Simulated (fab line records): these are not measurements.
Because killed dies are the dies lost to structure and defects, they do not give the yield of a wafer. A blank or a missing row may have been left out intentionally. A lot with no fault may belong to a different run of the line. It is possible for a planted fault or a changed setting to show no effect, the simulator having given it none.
Which tool is to blame?    flow rit_cmos    14 lots with 42 wafers sampled at 2 steps, on a route of 202 steps

WHAT THE GAUGES READ, wafer by wafer
RIT_PRETRO_OVL_MEAS_06.
lot   measured     on          PRETRO_OVL (nm)
L525  day 2 07:51  overlay-01  -1.2 -0.4 -1.2
L526  day 2 11:19  overlay-02  0.5 -0.9 -1.0
L527  day 2 17:11  overlay-02  1.8 0.4 -1.0
L528  day 2 22:34  overlay-01  -2.7 -2.8 -0.6
L530  day 3 09:40  overlay-01  -1.5 -3.3 -3.4
L531  day 3 12:15  overlay-02  -2.0 0.6 -0.8
L533  day 4 04:53  overlay-02  1.7 0.8 0.6
L535  day 4 09:35  overlay-01  0.1 -3.4 -1.4
L534  day 4 10:08  overlay-02  -2.3 -1.1 -1.1
L536  day 4 17:33  overlay-01  -2.4 0.8 -1.2
L537  day 4 19:47  overlay-01  -3.3 -0.9 -3.4
L538  day 4 23:44  overlay-02  -0.3 -0.6 -1.0
L541  day 5 16:14  overlay-01  -3.9 -1.4 -5.8
L546  day 6 15:52  overlay-01  -1.7 -3.4 -3.9

RIT_NLDD_TW_MEAS_10.
lot   measured     on             NLDD_TW
L525  day 2 20:06  film_metro-02  2498 2499 2491
L526  day 2 23:24  film_metro-02  2471 2490 2493
L527  day 3 03:38  film_metro-04  2490 2512 2492
L528  day 3 10:59  film_metro-04  2520 2508 2496
L530  day 3 20:55  film_metro-01  2475 2478 2472
L531  day 4 01:54  film_metro-01  2515 2498 2513
L533  day 4 15:47  film_metro-02  2472 2473 2465
L535  day 4 20:58  film_metro-04  2486 2499 2505
L534  day 4 21:40  film_metro-04  2502 2500 2504
L536  day 5 07:26  film_metro-01  2491 2474 2485
L537  day 5 07:46  film_metro-02  2478 2467 2457
L538  day 5 12:29  film_metro-02  2469 2454 2466
L541  day 6 03:11  film_metro-01  2471 2484 2486
L546  day 7 02:59  film_metro-04  2512 2509 2498

WHAT TOOL EACH LOT RAN ON (gives the tool, then ch and the chambers of the sampled wafers, and finally the start)
Before these readings, the record contains no process step.

AS READ BY THE TOOLS THEMSELVES (means over the sampled wafers that have a number; for cases with no such wafer, the mark the record gives instead)
The record holds no such reading with a usual standard deviation.

THE ANSWER, worked out from the rows above alone
Rule: the usual values come from the lots themselves. Put in order of their means at a reading, lots are off if they are a third of the lots or fewer, leave a main group of 4 or more, and stand apart from it by a gap of 3 or more times the standard deviation of the main group's means; of several such gaps the widest counts. A main group whose means are all the same, to the digits that the tables above print for the reading, isn't used. Also off: a lot with no number at a reading for which 4 or more lots have one. Any other lot the step has rows for is counted as sound. First the gauges in route order, then the tools' own readings, where a lot's mean is used as printed above. The first step at which some lot is off is used, and at that step the reading that is off furthest; a lot without a number counts as furthest.
None of the lots is off at any reading shown; this tells nothing.

WHAT HAD BEEN PUT IN BY THE SIMULATOR
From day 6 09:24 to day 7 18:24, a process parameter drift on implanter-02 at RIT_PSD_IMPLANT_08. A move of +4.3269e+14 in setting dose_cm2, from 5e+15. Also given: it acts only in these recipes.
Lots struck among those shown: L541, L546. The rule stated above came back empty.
